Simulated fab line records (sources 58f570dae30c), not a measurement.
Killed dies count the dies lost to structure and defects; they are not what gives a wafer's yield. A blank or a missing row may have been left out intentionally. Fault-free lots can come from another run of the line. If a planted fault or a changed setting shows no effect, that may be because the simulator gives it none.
Comparing a struck lot with a sound one / flow berkeley cmos170 / 18 out of 331 route steps
Sound: the wafers L140.1, L140.3, L140.4. Struck: wafers L147.4, L147.5, L147.6. Last of all comes the cause.
Per side, at each step with rows, come the tool, then ch with its chambers, and then its first start. Under that, the readings that differ: sound wafers / struck wafers / difference of the means / sigmas: that difference in standard deviations of wafers without a fault.
alike: words and numbers the same on both sides, and readings whose means are apart by under 2 such deviations; not compared: readings that were withheld, readings missing a value for some wafer, numbers with overlapping values and no deviation given by the record, and bounds like >300 which may hide the same value.
A row with sigmas, a row that says differs or no value, or rows on one side alone: a step with any of these is where the two part. Numbers that don't overlap but have no deviation are shown without sigmas and don't part them. A reading that every wafer of one side lacks parts them only if that side has two wafers or more.

UCB170_NSD_CD_MEAS_06: the cd target is 1200 nm.
  sound on cd sem-02, day 7 22:22; struck on cd sem-02, day 9 11:54
  alike: cd nm
UCB170_NSD_OVL_MEAS_07:
  sound on overlay-01, day 7 22:29; struck on overlay-01, day 9 11:59
  alike: NSD_OVL
following that, these wafers have no rows for 1 step: UCB170_NSD_IMPLANT_08.
UCB170_NSD_STRIP_09: strips in O2.
  sound on plasma asher-03 ch 0,1, day 7 22:40; struck on plasma asher-01 ch 0,1, day 9 12:11
  alike: drypump motor current A, oes product au, strip time to endpoint s
  not compared: rf hours counter h
UCB170_NSD_TW_MEAS_10:
  sound on film metro-04, day 7 22:46; struck on film metro-03, day 9 12:16
  alike: NSD_TW
then, 4 steps without rows for these wafers: UCB170_NSD_CLEAN_11 (cleans in SPM, time 600 s); UCB170_BACKSIDE_HMDS_00 (prime time 60 s); UCB170_BACKSIDE_COAT_01 (resist thk 900 nm); UCB170_BACKSIDE_SOFTBAKE_02 (time 60 s).
UCB170_BACKSIDE_STRIP_03: strips in O2.
  sound on plasma asher-03 ch 0,1, day 7 23:45; struck on plasma asher-04 ch 0,1, day 9 13:20
  alike: drypump motor current A, oes product au, strip time to endpoint s
  not compared: rf hours counter h
then, 1 step without rows for these wafers: UCB170_BACKSIDE_CLEAN_04 (cleans in SPM, time 600 s).
UCB170_SDANNEAL_RTA_00: time 10 s.
  sound on rtp anneal-02 ch 0, day 8 00:02; struck on rtp anneal-02 ch 0, day 9 13:37
  alike: lamp power pct, wafer_temp_C_max
UCB170_SDANNEAL_RTA_01: time 5 s.
  sound on rtp anneal-02 ch 0, day 8 00:05; struck on rtp anneal-02 ch 0, day 9 13:41
reading=lamp power pct (%); sound=32.6 32.6 32.6; struck=34.7 34.8 34.7; difference=+2.1; sigmas=+7
reading=wafer_temp_C_max; sound=1055.2 1053.8 1053.3; struck=1079.4 1080.2 1079.4; difference=+25.6; sigmas=+26
UCB170_SDANNEAL_RS_MEAS_02: a four-point-probe measurement.
  sound on film metro-03, day 8 00:09; struck on film metro-01, day 9 14:10
reading=PSD_RS (ohm/sq); sound=75.3 75.6 76.1; struck=65.7 65.9 65.8; difference=-9.9; sigmas=-32
  not compared: hold
UCB170_SDANNEAL_RS_MEAS_03: a four-point-probe measurement.
  sound on film metro-03, day 8 00:16; struck on film metro-01, day 9 17:07
reading=NSD_RS (ohm/sq); sound=37.28 37.36 37.33; struck=35.70 35.69 35.77; difference=-1.60; sigmas=-24
  not compared: hold
UCB170_SDANNEAL_RS_MEAS_04: a four-point-probe measurement.
  sound on film metro-03, day 8 00:23; struck on film metro-01, day 9 19:25
reading=PLDD_RS (ohm/sq); sound=1036.2 1031.9 1032.5; struck=1011.4 1008.6 1012.7; difference=-22.6; sigmas=-11
  not compared: hold
UCB170_SDANNEAL_RS_MEAS_05: a four-point-probe measurement.
  sound on film metro-03, day 8 00:31; struck on film metro-01, day 9 21:01
reading=hold; sound=- - -; struck=await dispo/1.5h/release await dispo/1.5h/release await dispo/1.5h/release; difference=no value on the sound wafers; sigmas=
reading=NLDD_RS (ohm/sq); sound=617.3 616.3 616.1; struck=612.5 613.8 614.1; difference=-3.1; sigmas=-2
UCB170_M3_PROBE_99:
  the record has rows for the struck wafers here (prober-01, day 10 18:59) and none for the sound ones

## WHERE THEY PART
First at UCB170_SDANNEAL_RTA_01; last, within this record, at UCB170_M3_PROBE_99.

WHY: whatever the simulator had introduced
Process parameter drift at UCB170_SDANNEAL_RTA_01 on rtp anneal-02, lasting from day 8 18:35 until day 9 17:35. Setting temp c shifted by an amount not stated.
